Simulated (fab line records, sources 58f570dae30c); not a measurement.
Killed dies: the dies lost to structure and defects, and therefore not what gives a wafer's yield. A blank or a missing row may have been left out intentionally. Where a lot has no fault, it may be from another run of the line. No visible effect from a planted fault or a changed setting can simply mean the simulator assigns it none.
2 desks looking at one fault / flow berkeley cmos170 / each desk holds nothing but its own numbers, with what lay behind them at the end

## FROM THE METROLOGY DESK
Lot by lot, what the gauges showed, no matter which tool ran the lot: averages of those sampled wafers that carry a number. The brackets show how far a lot's mean lies from the usual mean; more than 4 standard deviations puts the lot out of limits, marked OUT.
Columns: A = cd nm at UCB170_GATE_CD_MEAS_90, usual 349.9 nm; B = cd nm at UCB170_PLDD_CD_MEAS_06, usual 1200.2 nm; C = PLDD_OVL at UCB170_PLDD_OVL_MEAS_07, usual -3 nm
lot=L786; first seen here=day 7 13:05; A=349.8; B=1199.4; C=-7
lot=L789; first seen here=day 7 22:08; A=349.3; B=1201.2; C=-1
lot=L788; first seen here=day 7 22:34; A=348.6; B=1200.2; C=-2
lot=L793; first seen here=day 8 21:20; A=350.5; B=1199.5; C=-1
lot=L801; first seen here=day 10 14:05; A=350.3; B=1199.1; C=-3
lot=L808; first seen here=day 11 19:49; A=348.6; B=1198.0; C=-6
Finding of this desk: none of the 6 lots has anything out of limits.

## TOOL OWNER'S DESK, implanter-02
For each lot that ran on this tool, the mean over its sampled wafers that have a number, from the tool's own readings at UCB170_PLDD_IMPLANT_08. The brackets show how far a lot's mean lies from the usual mean; more than 4 standard deviations puts the lot out of limits, marked OUT.
Columns: A = rotation deg at UCB170_PLDD_IMPLANT_08, usual 0.002 degrees
lot=L789; first seen here=day 7 23:36; A=0.032
lot=L788; first seen here=day 8 00:33; A=90.010 (+99 or more) OUT
lot=L793; first seen here=day 8 23:07; A=90.019 (+99 or more) OUT
This desk finds L788, L793 out of limits, L788 being first, at day 8 00:33 (rotation deg at UCB170_PLDD_IMPLANT_08). Within limits: L789.

## BROUGHT TOGETHER
At day 8 00:33, on L788, L793, the tool owner's desk was in a position to raise an alarm.
The metrology desk saw nothing out of limits.
The metrology desk holds a record of L788, L793, inside its limits.
On implanter-02, each named lot ran UCB170_PLDD_IMPLANT_08.

## WHAT THE SIMULATOR HAD PUT IN
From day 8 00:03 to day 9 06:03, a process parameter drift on implanter-02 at UCB170_PLDD_IMPLANT_08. The setting rotation deg was moved by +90, starting from 0. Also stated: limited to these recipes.
Lots struck among those shown: L788, L793.
Each desk's first reading out of limits, in hours after the fault started: the tool owner's desk, 0.
